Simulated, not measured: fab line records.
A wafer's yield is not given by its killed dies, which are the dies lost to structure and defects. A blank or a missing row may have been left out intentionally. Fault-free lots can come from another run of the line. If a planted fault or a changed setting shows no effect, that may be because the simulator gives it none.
Lot-split experiment ; flow rit_cmos ; 23 wafers read across 5 lots, on a route 202 steps long

## THE SPLIT
At RIT_NRETRO_IMPLANT_08, the setting energy_kev was moved away from the recipe's 70 on 8 of the 23 wafers read, by -2.3% to +5.4%. The other wafers ran this setting at the recipe's value.

The reading is taken at the split's own step.

## THE READING
The simulator's own value implant.drp_nm, read by no gauge, in nm at RIT_NRETRO_IMPLANT_08. There is no usual value for it anywhere in the file.

wafer;tool, chamber at the split;energy_kev as run;against the recipe;implant.drp_nm, nm;against lot-mates on the recipe
L077.1;implanter-04, 0;73.78;+5.4%;35.47;+1.53
L077.5;implanter-04, 0;73.78;+5.4%;35.47;+1.53
L077.6;implanter-04, 0;73.78;+5.4%;35.47;+1.53
L077.2;implanter-04, 0;70;recipe;33.94;-
L077.4;implanter-04, 0;70;recipe;33.94;-
L079.2;implanter-02, 0;70;recipe;33.94;-
L079.3;implanter-02, 0;70;recipe;33.94;-
L079.4;implanter-02, 0;68.39;-2.3%;33.27;-0.67
L079.5;implanter-02, 0;68.39;-2.3%;33.27;-0.67
L079.6;implanter-02, 0;68.39;-2.3%;33.27;-0.67
L080.1;implanter-04, 0;70;recipe;33.94;-
L080.4;implanter-04, 0;70;recipe;33.94;-
L080.5;implanter-04, 0;70;recipe;33.94;-
L081.2;implanter-04, 0;72.14;+3.1%;34.81;+0.87
L081.3;implanter-04, 0;72.14;+3.1%;34.81;+0.87
L081.4;implanter-04, 0;70;recipe;33.94;-
L081.5;implanter-04, 0;70;recipe;33.94;-
L081.6;implanter-04, 0;70;recipe;33.94;-
L083.1;implanter-03, 0;70;recipe;33.94;-
L083.2;implanter-03, 0;70;recipe;33.94;-
L083.3;implanter-03, 0;70;recipe;33.94;-
L083.4;implanter-03, 0;70;recipe;33.94;-
L083.6;implanter-03, 0;70;recipe;33.94;-

FIT RESULTS
A straight line over all 23 wafers: implant.drp_nm changes by +0.285 nm for each +1% of energy_kev; r = +1.00; the points scatter about the line by 0.0055 nm.
The same after taking each lot's own level away (the mean of its wafers on the recipe; 23 wafers): +0.285 nm for each +1%; r = +1.00; scatter 0.0055 nm.
That fit puts the effect of the largest move of energy_kev on the reading at 1.5 nm.
The lots' own levels span 33.940 to 33.940 nm.
Consequently the slope shifts little with the lot-to-lot level, the two slopes agreeing.
Check: for one of the wafers moved furthest among these (+5.4%), held out of the fit, the line's prediction against its lot-mates is +1.54 nm. It came out at +1.53 nm against them.

## OTHER SPLITS APPLIED TO THESE WAFERS
Before the reading, these wafers also passed through other splits. Each is held against what the fit with the lots' levels taken away leaves over:
other split on the same wafers;wafers away from the commonest value;r with implant.drp_nm (lot level and that fit taken away)
RIT_ACTIVE_OXIDATION_01 temp_c;15;-0.57
RIT_ACTIVE_EXPOSE_08 dose_mj;7;-0.89
RIT_ACTIVE_ETCH_13 over_etch_frac;6;-0.17
RIT_FOX2_OXIDATION_00 temp_c;18;+0.55
RIT_NWELL_COAT_01 resist_thk_nm;10;+0.18
RIT_PWELL_IMPLANT_08 energy_kev;7;-0.02

## THE WHOLE CHAIN: every reading that the file lists as answering this split, in the file's order
step;what it does;reading;change (the file's fit);r (the file's)
RIT_NRETRO_IMPLANT_08;;implant.rp_nm (the simulator's own value, which no gauge read);+0.861 nm for each +1% of the setting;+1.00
RIT_NRETRO_IMPLANT_08;;implant.drp_nm (the simulator's own value, which no gauge read);+0.285 nm for each +1% of the setting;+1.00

## FILE'S OWN FIT
implant.drp_nm changes by +0.285 nm for each +1% of energy_kev, r = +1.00.
